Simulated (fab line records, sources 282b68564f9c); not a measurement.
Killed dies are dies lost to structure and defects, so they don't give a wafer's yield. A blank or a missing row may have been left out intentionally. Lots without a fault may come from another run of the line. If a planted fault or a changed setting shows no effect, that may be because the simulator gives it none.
fab line records	flow rit_cmos
record lots=6	wafers=18	last_day=7
route steps=202 shown SPACER@127 NSD@131 PSD@142 SDANNEAL@153 PLDD@159 M1@202
lots untouched by any fault: they come from a run of this same line in which no faults occurred
start_h: the number of hours between the record's first day and the start of the first shown wafer of the lot	wait_h: how many hours have passed since the lot's step before this one	" unchanged from the row above	L1.1+2: a single row standing in for several wafers	- no value, or no start given	* or withheld: withheld	< > ~ a bound
route shown NAME@n: NAME is a module with steps in the file, n the number in the route of the first one	usual: mean and standard deviation over wafers with no fault	same: alike in all rows	chamber/n: place in a boat	sites: each site's reading	_std_site: how widely they spread, as a standard deviation	_edge_site: inner sites' mean taken away from outer sites' mean	radius_mm: for every site, how far away it sits from the centre of the wafer	mask NAME#n: copy n	behind: the tool/chamber that last shaped the wafer	hold: the reason the lot was held/the length of the hold in hours/how it ended	device: which transistor (n, p or np) failed to switch	end of line: at the end of the route, the tests of the same wafers	step lacking rows: just its recipe	killed: at the first sort, the dies lost to defects and structure; wafer yield is something else	map: per-die view of a wafer (x killed, . not killed, _ where there is no die)
set.NAME: the setting the step ran with; set.NAME@STEP: the setting that earlier step ran with	model.NAME: the simulator's own value behind a step, which no gauge read
lots seen at some steps along the route; tables by step, rows by wafer
services: the hour from which a tool's chamber was out of use, counted from the record's first day as start_h (under 0 if before that day), plus the number of hours and why
## steps
# step RIT_SPACER_CLEAN_02
# recipe chemistry=SC2	mix=3:3:50	time_s=600	temp_c=75	dry=n2_spin
# step RIT_SPACER_CVD_03
# recipe material=Si3N4	target_thk_nm=250	temp_c=810	precursor=SiH2Cl2/NH3	time_s=3300	pressure_mtorr=300	sih2cl2_flow_sccm=60	nh3_flow_sccm=150
# step RIT_SPACER_THK_MEAS_04
# recipe reads=Si3N4_of_SPACER_CVD_03
# usual SPACER_NITRIDE_THK=250.3/2.3
lot.wafer	tool	chamber	start_h	wait_h	SPACER_NITRIDE_THK[nm]
L716.1	film_metro-03	-	71.53	0.0	248.0
L716.4	"	-	"	"	251.2
L716.6	"	-	"	"	248.5
L718.1	film_metro-01	-	86.27	0.0	246.7
L718.5	"	-	"	"	247.7
L718.6	"	-	"	"	247.7
L722.1	film_metro-01	-	102.38	0.0	250.8
L722.3	"	-	"	"	250.3
L722.6	"	-	"	"	252.1
L723.1	film_metro-01	-	105.50	0.0	247.8
L723.3	"	-	"	"	250.6
L723.5	"	-	"	"	249.1
L726.2	film_metro-02	-	125.52	0.0	247.4
L726.3	"	-	"	"	249.4
L726.4	"	-	"	"	248.5
L732.1	film_metro-02	-	160.17	0.0	251.2
L732.2	"	-	"	"	253.2
L732.6	"	-	"	"	250.9
# step RIT_SPACER_ETCHBACK_05
# recipe target_depth_a=2500	SF6_flow_sccm=30	CHF3_flow_sccm=30	target=Si3N4	chemistry=SF6/CHF3	pressure_mtorr=40	rf_w=250	time_s=240	stop_on=SiO2
# usual drypump_motor_current_A=5.9/0.58	oes_product_au=0.848/0.013	throttle_valve_pct=10.36/0.13
lot.wafer	tool	chamber	start_h	wait_h	drypump_motor_current_A	oes_product_au	rf_hours_counter_h	throttle_valve_pct
L716.1	rie_diel-01	3	71.59	0.1	6.5	0.868	3	10.37
L716.4	"	2	"	"	4.7	0.845	152	10.30
L716.6	"	3	"	"	6.5	0.872	-	10.37
L718.1	rie_diel-01	1	86.33	0.1	5.4	0.822	94	10.45
L718.5	"	2	"	"	4.7	0.839	-	10.29
L718.6	"	1	"	"	5.4	0.828	-	10.46
L722.1	rie_diel-04	2	102.44	0.1	6.4	0.840	5	10.56
L722.3	"	0	"	"	5.5	0.844	4	10.11
L722.6	"	2	"	"	6.3	0.843	-	10.56
L723.1	rie_diel-01	2	105.56	0.1	4.7	0.839	153	10.28
L723.3	"	1	"	"	5.3	0.828	95	10.46
L723.5	"	1	"	"	5.3	0.827	-	10.45
L726.2	rie_diel-02	2	125.57	0.0	6.5	0.839	10	10.24
L726.3	"	3	"	"	6.6	0.850	7	10.39
L726.4	"	3	"	"	6.6	0.837	-	10.37
L732.1	rie_diel-01	1	160.23	0.1	5.3	0.826	96	10.44
L732.2	"	0	"	"	5.4	0.858	29	10.53
L732.6	"	1	"	"	5.3	0.833	-	10.46
# step RIT_NSD_HMDS_00
# recipe prime_time_s=60	prime_temp_c=140
# step RIT_NSD_COAT_01
# recipe resist=NOVOLAK	spin_rpm=3250	resist_thk_nm=1000
# step RIT_NSD_SOFTBAKE_02
# recipe resist=NOVOLAK	temp_c=90	time_s=60
# step RIT_NSD_EXPOSE_03
# recipe mask_id=M9	na=0.57	target_cd_nm=40700	dose_mj=250
# step RIT_NSD_PEB_04
# recipe resist=NOVOLAK	temp_c=withheld	time_s=withheld
# step RIT_NSD_DEVELOP_05
# recipe resist=NOVOLAK	develop_time_s=50	dev_temp_c=23
# step RIT_NSD_OVL_MEAS_06
# usual NSD_OVL=0.6/1.4
lot.wafer	tool	chamber	start_h	wait_h	NSD_OVL[nm]
L716.1	overlay-01	-	72.83	-	-1.4
L716.4	"	-	"	"	0.1
L716.6	"	-	"	"	-1.2
L718.1	overlay-01	-	87.33	-	-0.5
L718.5	"	-	"	"	-0.3
L718.6	"	-	"	"	-1.2
L722.1	overlay-01	-	103.44	-	2.9
L722.3	"	-	"	"	1.8
L722.6	"	-	"	"	2.0
L723.1	overlay-02	-	106.68	-	-2.5
L723.3	"	-	"	"	-2.2
L723.5	"	-	"	"	-0.8
L726.2	overlay-02	-	126.71	-	1.6
L726.3	"	-	"	"	1.2
L726.4	"	-	"	"	0.7
L732.1	overlay-02	-	161.23	-	1.2
L732.2	"	-	"	"	1.8
L732.6	"	-	"	"	2.6
# step RIT_NSD_HARDBAKE_07
# recipe resist=NOVOLAK	temp_c=140	time_s=60
# step RIT_NSD_IMPLANT_08
# recipe species=P	energy_kev=25	dose_cm2=1e+15	tilt_deg=7
# usual beam_energy_keV=24.999/0.0074	beam_on_s=10.00/0.2	dose_ions_cm2=1.0001e+15/1.1e+12
lot.wafer	tool	chamber	start_h	wait_h	beam_energy_keV	beam_on_s	dose_ions_cm2	model.implant.rp_nm	model.implant.drp_nm
L716.1	implanter-01	0	73.01	0.1	25.000	9.96	9.993e+14	31.68	14.84
L716.4	"	0	"	"	24.994	9.80	9.993e+14	31.68	14.84
L716.6	"	0	"	"	25.010	10.09	1.0002e+15	31.68	14.84
L718.1	implanter-04	0	87.52	0.1	25.005	9.79	9.998e+14	31.55	14.84
L718.5	"	0	"	"	24.999	10.18	1.0002e+15	31.55	14.84
L718.6	"	0	"	"	24.992	9.58	1.0014e+15	31.55	14.84
L722.1	implanter-03	0	103.62	0.1	24.997	10.07	9.998e+14	32.73	14.84
L722.3	"	0	"	"	24.996	10.05	1.0017e+15	32.73	14.84
L722.6	"	0	"	"	25.009	10.07	1.001e+15	32.73	14.84
L723.1	implanter-04	0	106.87	0.1	20.505	9.89	1e+15	28.56	13.16
L723.3	"	0	"	"	20.492	9.66	1.0006e+15	28.56	13.16
L723.5	"	0	"	"	20.500	10.01	9.977e+14	28.56	13.16
L726.2	implanter-04	0	126.91	0.1	20.497	9.67	1.001e+15	28.56	13.16
L726.3	"	0	"	"	20.486	9.91	9.999e+14	28.56	13.16
L726.4	"	0	"	"	20.488	9.95	9.995e+14	28.56	13.16
L732.1	implanter-03	0	161.42	0.1	25.011	9.57	1.0019e+15	33.28	14.84
L732.2	"	0	"	"	25.007	9.88	9.997e+14	33.28	14.84
L732.6	"	0	"	"	25.007	9.80	1.0007e+15	33.28	14.84
# step RIT_NSD_STRIP_09
# recipe chemistry=O2	time_s=180	resist=NOVOLAK	platen_temp_c=withheld	power_w=500	pressure_mtorr=4000	o2_flow_sccm=4000
# usual drypump_motor_current_A=5.9/0.48
lot.wafer	tool	chamber	start_h	wait_h	drypump_motor_current_A	rf_hours_counter_h
L716.1	plasma_asher-01	0	73.16	0.1	5.7	48
L716.4	"	0	"	"	5.8	-
L716.6	"	1	"	"	6.3	-
L718.1	plasma_asher-04	0	87.67	0.1	6.7	50
L718.5	"	0	"	"	6.6	-
L718.6	"	1	"	"	5.2	-
L722.1	plasma_asher-03	0	103.77	0.1	5.8	37
L722.3	"	0	"	"	5.8	-
L722.6	"	1	"	"	5.1	-
L723.1	plasma_asher-01	1	107.02	0.1	6.3	51
L723.3	"	0	"	"	5.7	-
L723.5	"	1	"	"	6.3	-
L726.2	plasma_asher-01	1	127.04	0.1	6.3	54
L726.3	"	0	"	"	5.7	-
L726.4	"	1	"	"	6.3	-
L732.1	plasma_asher-04	0	161.57	0.1	6.6	4
L732.2	"	1	"	"	5.2	4
L732.6	"	0	"	"	6.7	-
# step RIT_NSD_TW_MEAS_10
# usual NSD_TW=3139/38
lot.wafer	tool	chamber	start_h	wait_h	NSD_TW
L716.1	film_metro-04	-	73.34	0.1	3065
L716.4	"	-	"	"	3088
L716.6	"	-	"	"	3085
L718.1	film_metro-03	-	87.84	0.1	3123
L718.5	"	-	"	"	3149
L718.6	"	-	"	"	3157
L722.1	film_metro-01	-	103.95	0.1	3177
L722.3	"	-	"	"	3152
L722.6	"	-	"	"	3179
L723.1	film_metro-03	-	107.20	0.1	2996
L723.3	"	-	"	"	3009
L723.5	"	-	"	"	3006
L726.2	film_metro-01	-	127.22	0.1	3008
L726.3	"	-	"	"	3011
L726.4	"	-	"	"	3010
L732.1	film_metro-01	-	161.74	0.1	3167
L732.2	"	-	"	"	3152
L732.6	"	-	"	"	3181
# step RIT_PSD_HMDS_00
# recipe prime_time_s=60	prime_temp_c=140
# step RIT_PSD_COAT_01
# recipe resist=NOVOLAK	spin_rpm=3250	resist_thk_nm=1000
# step RIT_PSD_SOFTBAKE_02
# recipe resist=NOVOLAK	temp_c=90	time_s=60
# step RIT_PSD_EXPOSE_03
# recipe mask_id=M10	na=0.57	target_cd_nm=40900	dose_mj=250
# step RIT_PSD_PEB_04
# recipe resist=NOVOLAK	temp_c=withheld	time_s=withheld
# step RIT_PSD_DEVELOP_05
# recipe resist=NOVOLAK	develop_time_s=50	dev_temp_c=23
# step RIT_PSD_OVL_MEAS_06
# usual PSD_OVL=0.1/1.4
lot.wafer	tool	chamber	start_h	wait_h	PSD_OVL[nm]
L716.1	overlay-01	-	74.25	-	0.1
L716.4	"	-	"	"	0.9
L716.6	"	-	"	"	-0.7
L718.1	overlay-02	-	88.75	-	0.2
L718.5	"	-	"	"	0.9
L718.6	"	-	"	"	0.6
L722.1	overlay-02	-	104.98	-	0.6
L722.3	"	-	"	"	1.8
L722.6	"	-	"	"	2.1
L723.1	overlay-01	-	108.11	-	1.6
L723.3	"	-	"	"	1.7
L723.5	"	-	"	"	0.7
L726.2	overlay-01	-	128.13	-	1.7
L726.3	"	-	"	"	1.8
L726.4	"	-	"	"	3.1
L732.1	overlay-02	-	162.78	-	-0.8
L732.2	"	-	"	"	-0.1
L732.6	"	-	"	"	-0.2
# step RIT_PSD_HARDBAKE_07
# recipe resist=NOVOLAK	temp_c=140	time_s=60
# step RIT_PSD_IMPLANT_08
# recipe species=BF2	energy_kev=27	dose_cm2=5e+15	tilt_deg=7
# step RIT_PSD_STRIP_09
# recipe chemistry=O2	time_s=180	resist=NOVOLAK	platen_temp_c=withheld	power_w=500	pressure_mtorr=4000	o2_flow_sccm=4000
# usual drypump_motor_current_A=5.9/0.6
lot.wafer	tool	chamber	start_h	wait_h	drypump_motor_current_A	rf_hours_counter_h
L716.1	plasma_asher-01	0	74.58	0.1	5.7	48
L716.4	"	1	"	"	6.3	-
L716.6	"	0	"	"	5.7	-
L718.1	plasma_asher-04	1	89.09	0.1	5.2	51
L718.5	"	1	"	"	5.2	-
L718.6	"	0	"	"	6.6	-
L722.1	plasma_asher-04	0	105.32	0.1	6.7	52
L722.3	"	0	"	"	6.7	-
L722.6	"	1	"	"	5.2	-
L723.1	plasma_asher-04	1	108.45	0.1	5.2	53
L723.3	"	1	"	"	5.2	-
L723.5	"	1	"	"	5.2	-
L726.2	plasma_asher-04	1	128.46	0.1	5.2	1
L726.3	"	0	"	"	6.6	-
L726.4	"	1	"	"	5.2	-
L732.1	plasma_asher-04	1	163.11	0.1	5.2	4
L732.2	"	0	"	"	6.6	4
L732.6	"	1	"	"	5.2	-
# step RIT_PSD_TW_MEAS_10
# usual PSD_TW=3449/43
lot.wafer	tool	chamber	start_h	wait_h	PSD_TW
L716.1	film_metro-01	-	74.76	0.1	3495
L716.4	"	-	"	"	3485
L716.6	"	-	"	"	3493
L718.1	film_metro-03	-	89.26	0.1	3436
L718.5	"	-	"	"	3450
L718.6	"	-	"	"	3453
L722.1	film_metro-03	-	105.49	0.1	3469
L722.3	"	-	"	"	3461
L722.6	"	-	"	"	3468
L723.1	film_metro-04	-	108.62	0.1	3376
L723.3	"	-	"	"	3392
L723.5	"	-	"	"	3370
L726.2	film_metro-04	-	128.64	0.1	3414
L726.3	"	-	"	"	3386
L726.4	"	-	"	"	3395
L732.1	film_metro-01	-	163.29	0.1	3497
L732.2	"	-	"	"	3475
L732.6	"	-	"	"	3492
# step RIT_SDANNEAL_CLEAN_00
# recipe chemistry=SC1	mix=3:3:50	time_s=579.2	temp_c=75
# step RIT_SDANNEAL_CLEAN_01
# recipe chemistry=dHF	dilution=50:1	time_s=30
# step RIT_SDANNEAL_CLEAN_02
# recipe chemistry=SC2	mix=3:3:50	time_s=600	temp_c=75	dry=n2_spin
# step RIT_SDANNEAL_RTA_03
# recipe temp_c=1050	time_s=4.891	idle_temp_c=600	ramp_up_c_per_s=342	ramp_down_c_per_s=171	cool_to_c=600	ambient=N2
# usual anneal_temp_c_max=1055.8/2	ramp_down_c_per_s=171.00/0.032	wafer_temp_C_max=1053.7/1.2
lot.wafer	tool	chamber	start_h	wait_h	anneal_temp_c_max	ramp_down_c_per_s	wafer_temp_C_max
L716.1	rtp_anneal-01	0	75.20	0.0	1055.8	171.04	1055.3
L716.4	"	0	"	"	1058.7	170.92	1053.9
L716.6	"	0	"	"	1058.4	170.97	1052.8
L718.1	rtp_anneal-01	0	89.69	0.0	1057.3	171.00	1053.3
L718.5	"	0	"	"	1057.9	171.00	1052.8
L718.6	"	0	"	"	1058.8	170.95	1052.2
L722.1	rtp_anneal-02	0	105.92	0.0	1054.4	171.00	1054.3
L722.3	"	0	"	"	1054.8	171.01	1054.0
L722.6	"	0	"	"	1053.3	170.95	1052.2
L723.1	rtp_anneal-01	0	109.07	0.0	1056.7	171.06	1054.0
L723.3	"	0	"	"	1057.9	170.98	1052.3
L723.5	"	0	"	"	1057.8	171.01	1054.5
L726.2	rtp_anneal-02	0	129.42	0.0	1053.3	170.97	1054.1
L726.3	"	0	"	"	1053.5	171.00	1051.6
L726.4	"	0	"	"	1053.9	171.01	1056.4
L732.1	rtp_anneal-02	0	163.72	0.0	1053.2	170.98	1053.7
L732.2	"	0	"	"	1053.8	171.02	1053.1
L732.6	"	0	"	"	1055.9	171.00	1051.5
# step RIT_SDANNEAL_RS_MEAS_04
# recipe thk_meas_gauge=four-point-probe
# usual PSD_RS=116.3/0.33
lot.wafer	tool	chamber	start_h	wait_h	PSD_RS[ohm/sq]
L716.1	film_metro-04	-	75.26	0.0	116.3
L716.4	"	-	"	"	116.3
L716.6	"	-	"	"	116.3
L718.1	film_metro-04	-	89.75	0.0	116.0
L718.5	"	-	"	"	116.4
L718.6	"	-	"	"	116.1
L722.1	film_metro-03	-	105.98	0.0	115.9
L722.3	"	-	"	"	116.0
L722.6	"	-	"	"	116.0
L723.1	film_metro-01	-	109.12	0.0	116.9
L723.3	"	-	"	"	116.7
L723.5	"	-	"	"	116.5
L726.2	film_metro-04	-	129.49	0.1	116.1
L726.3	"	-	"	"	115.8
L726.4	"	-	"	"	116.0
L732.1	film_metro-03	-	163.77	0.0	116.2
L732.2	"	-	"	"	116.3
L732.6	"	-	"	"	116.2
# step RIT_SDANNEAL_RS_MEAS_05
# recipe thk_meas_gauge=four-point-probe
# usual NSD_RS=84.51/0.28
lot.wafer	tool	chamber	start_h	wait_h	NSD_RS[ohm/sq]
L716.1	film_metro-04	-	75.38	0.1	84.35
L716.4	"	-	"	"	84.74
L716.6	"	-	"	"	84.37
L718.1	film_metro-04	-	89.87	0.1	84.52
L718.5	"	-	"	"	84.30
L718.6	"	-	"	"	84.46
L722.1	film_metro-03	-	106.10	0.1	84.09
L722.3	"	-	"	"	84.32
L722.6	"	-	"	"	84.44
L723.1	film_metro-01	-	109.24	0.1	86.15
L723.3	"	-	"	"	86.44
L723.5	"	-	"	"	86.14
L726.2	film_metro-04	-	129.61	0.1	86.45
L726.3	"	-	"	"	86.54
L726.4	"	-	"	"	86.47
L732.1	film_metro-03	-	163.89	0.1	84.52
L732.2	"	-	"	"	84.41
L732.6	"	-	"	"	84.63
# step RIT_SDANNEAL_RS_MEAS_06
# recipe thk_meas_gauge=four-point-probe
# usual PLDD_RS=178.9/0.45
lot.wafer	tool	chamber	start_h	wait_h	PLDD_RS[ohm/sq]
L716.1	film_metro-04	-	75.50	0.1	178.8
L716.4	"	-	"	"	179.3
L716.6	"	-	"	"	179.7
L718.1	film_metro-04	-	89.99	0.1	178.9
L718.5	"	-	"	"	179.0
L718.6	"	-	"	"	179.4
L722.1	film_metro-03	-	106.22	0.1	178.4
L722.3	"	-	"	"	178.6
L722.6	"	-	"	"	179.1
L723.1	film_metro-01	-	109.36	0.1	179.4
L723.3	"	-	"	"	179.6
L723.5	"	-	"	"	179.0
L726.2	film_metro-04	-	129.73	0.1	178.4
L726.3	"	-	"	"	178.2
L726.4	"	-	"	"	178.3
L732.1	film_metro-03	-	164.01	0.1	178.3
L732.2	"	-	"	"	178.5
L732.6	"	-	"	"	178.6
# step RIT_M1_PROBE_99
# usual killed_at_M0_to_M3=0.0/0.14	killed_at_contacts=0.1/0.3	killed_at_front_end=6.5/2.9	killed_dies=6.6/3	killed_on_rim=1.6/1.3	killed_open=3.3/2	killed_short=3.3/1.9
# same gross_dies=264	killed_at_M4_up=0	killed_at_back_side=0	killed_at_other=0
lot.wafer	tool	chamber	start_h	wait_h	killed_at_M0_to_M3	killed_at_contacts	killed_at_front_end	killed_dies	killed_on_rim	killed_open	killed_short	model.etest.contact_nplus.end_ohm_um	model.etest.nmos_0p15.junction_log10_a_um	model.etest.nmos_narrow.off_log10_a_um
L716.1	prober-02	-	83.67	0.1	0	0	8	8	2	2	6	40.67	-13.52	-13.17
L716.4	prober-02	-	83.82	0.2	0	0	8	8	2	5	3	41	-13.41	-13.34
L716.6	prober-02	-	83.92	0.2	0	0	12	12	5	5	7	41.11	-13.66	-13.26
L718.1	prober-02	-	99.99	0.1	0	0	9	9	0	4	5	43.47	-13.59	-13.21
L718.5	prober-02	-	100.19	0.2	0	0	7	7	1	3	4	42.02	-13.19	-13.25
L718.6	prober-02	-	100.24	0.2	0	0	5	5	1	4	1	42.63	-13.45	-13.15
L722.1	prober-02	-	113.66	0.1	1	0	6	7	1	1	6	42.1	-13.53	-13.22
L722.3	prober-02	-	113.76	0.2	0	0	7	7	0	4	3	41.72	-13.52	-13.17
L722.6	prober-02	-	113.91	0.2	0	0	2	2	1	1	1	41.25	-13.39	-13.31
L723.1	prober-01	-	116.38	0.1	0	0	7	7	1	7	0	45.85	-13.4	-13.15
L723.3	prober-01	-	116.48	0.2	0	0	12	12	3	5	7	45.7	-13.29	-13.03
L723.5	prober-01	-	116.58	0.2	0	0	3	3	0	1	2	46.46	-13.2	-13.1
L726.2	prober-02	-	136.77	0.1	0	1	4	5	1	5	0	48.41	-13	-12.88
L726.3	prober-02	-	136.82	0.2	0	0	1	1	0	0	1	48.14	-13.21	-12.97
L726.4	prober-02	-	136.87	0.2	0	1	13	14	7	7	7	47.35	-13.25	-12.91
L732.1	prober-02	-	171.43	0.1	0	0	10	10	4	6	4	40.66	-13.59	-13.29
L732.2	prober-02	-	171.48	0.1	0	1	4	5	2	1	4	40.97	-13.71	-13.24
L732.6	prober-02	-	171.68	0.2	0	0	5	5	1	4	1	43.24	-13.45	-13.15
# killed by level:class
L716.1 GATE:geometric_particle:short=5 FOX2:geometric_particle:short=1 FOX2:geometric_particle:open=1 SILICIDE:geometric_particle:open=1
L716.4 GATE:geometric_particle:open=5 GATE:geometric_particle:short=2 FOX1:geometric_particle:short=1
L716.6 FOX2:geometric_particle:open=2 FOX2:geometric_particle:short=2 GATE:geometric_particle:short=2 GATE:geometric_particle:open=2 REOX:geometric_particle:short=2 REOX:geometric_particle:open=1 SILICIDE:geometric_particle:short=1
L718.1 FOX2:geometric_particle:open=2 FOX2:geometric_particle:short=1 GATE:geometric_particle:short=1 GATE:geometric_particle:open=1 REOX:geometric_particle:short=1 SPACER:geometric_particle:open=1 SPACER:geometric_particle:short=1 SILICIDE:geometric_particle:short=1
L718.5 GATE:geometric_particle:short=3 REOX:geometric_particle:open=2 REOX:geometric_particle:short=1 SILICIDE:geometric_particle:open=1
L718.6 GATE:geometric_particle:open=4 GATE:geometric_particle:short=1
L722.1 FOX1:geometric_particle:short=1 FOX2:geometric_particle:short=1 GATE:geometric_particle:short=1 GATE:geometric_particle:open=1 REOX:geometric_particle:short=1 SPACER:geometric_particle:short=1 M1:geometric_particle:short=1
L722.3 GATE:geometric_particle:open=3 FOX1:geometric_particle:short=1 FOX2:geometric_particle:open=1 GATE:geometric_particle:short=1 SPACER:geometric_particle:short=1
L722.6 REOX:geometric_particle:open=1 SILICIDE:geometric_particle:short=1
L723.1 FOX1:geometric_particle:open=3 GATE:geometric_particle:open=3 REOX:geometric_particle:open=1
L723.3 FOX2:geometric_particle:open=2 GATE:geometric_particle:short=2 GATE:geometric_particle:open=2 REOX:geometric_particle:short=2 SPACER:geometric_particle:short=2 SILICIDE:geometric_particle:short=1 SILICIDE:geometric_particle:open=1
L723.5 FOX2:geometric_particle:open=1 FOX2:geometric_particle:short=1 GATE:geometric_particle:short=1
L726.2 REOX:geometric_particle:open=2 FOX2:geometric_particle:open=1 GATE:geometric_particle:open=1 CONTACT:geometric_particle:open=1
L726.3 FOX1:geometric_particle:short=1
L726.4 GATE:geometric_particle:open=3 FOX1:geometric_particle:short=2 GATE:geometric_particle:short=2 REOX:geometric_particle:open=2 REOX:geometric_particle:short=2 SPACER:geometric_particle:short=1 SILICIDE:geometric_particle:open=1 CONTACT:geometric_particle:open=1
L732.1 FOX1:geometric_particle:open=2 GATE:geometric_particle:short=2 GATE:geometric_particle:open=2 REOX:geometric_particle:open=2 SPACER:geometric_particle:short=2
L732.2 GATE:geometric_particle:short=3 SPACER:geometric_particle:short=1 CONTACT:geometric_particle:open=1
L732.6 GATE:geometric_particle:open=3 FOX1:geometric_particle:open=1 SILICIDE:geometric_particle:short=1
## services
tool	chamber	start_h	hours	kind
rie_diel-04	-	67.33	4.4	repair
rie_diel-04	1	74.43	-	clean
rie_diel-04	1	74.43	15.8	scheduled_down
rie_diel-04	1	74.43	15.8	vent_cycle
implanter-03	-	92.67	2.3	pm
rtp_anneal-01	-	102.32	4.2	pm
implanter-01	-	103.08	9.0	pm
plasma_asher-04	-	108.75	9.0	pm
plasma_asher-04	0	108.75	9.0	vent_cycle
plasma_asher-04	1	108.75	9.0	vent_cycle
plasma_asher-04	0	117.75	-	clean
plasma_asher-04	1	117.75	-	clean
rie_diel-02	1	120.10	5.9	repair
rie_diel-01	2	134.55	-	clean
rie_diel-01	2	134.55	22.2	scheduled_down
rie_diel-01	2	134.55	22.2	vent_cycle
implanter-04	-	152.88	2.5	pm
rie_diel-04	0	155.56	5.7	repair
rie_diel-02	0	162.70	20.9	repair
## key
first_sign step=RIT_NSD_IMPLANT_08	reading=beam_energy_keV	direction=down	sigmas=99+	usual=24.999	struck=20.495
effect step=RIT_NSD_TW_MEAS_10	reading=NSD_TW	direction=down	sigmas=3.5	usual=3139	struck=3007
effect step=RIT_SDANNEAL_RS_MEAS_05	reading=NSD_RS	direction=up	sigmas=6.6	usual=84.51	struck=86.36
model_effect step=RIT_NSD_IMPLANT_08	value=implant.rp_nm	without=32.66	struck=28.56
model_effect step=RIT_M1_PROBE_99	value=etest.contact_nplus.end_ohm_um	without=41.12	struck=46.98
met_at RIT_NSD_IMPLANT_08
struck_wafers L723.1,L723.3,L723.5,L726.2,L726.3,L726.4
tester_left_out L723,L726
onset_between 87.52 106.87
fault kind=process_parameter_drift	tool=implanter-04	chamber=-	onset_h=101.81	steps=RIT_NSD_IMPLANT_08	channel=energy_kev	offset=-4.5	shape=step	end_h=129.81	acts_in=these_recipes_only	stated=25
# tester_left_out: of these lots the tester's yield and bins aren't shown, on N5 and GAA mostly nor the transistor test; their killed dies are dies lost to structure and defects alone, not to doping, threshold or leakage, so they don't give the yield
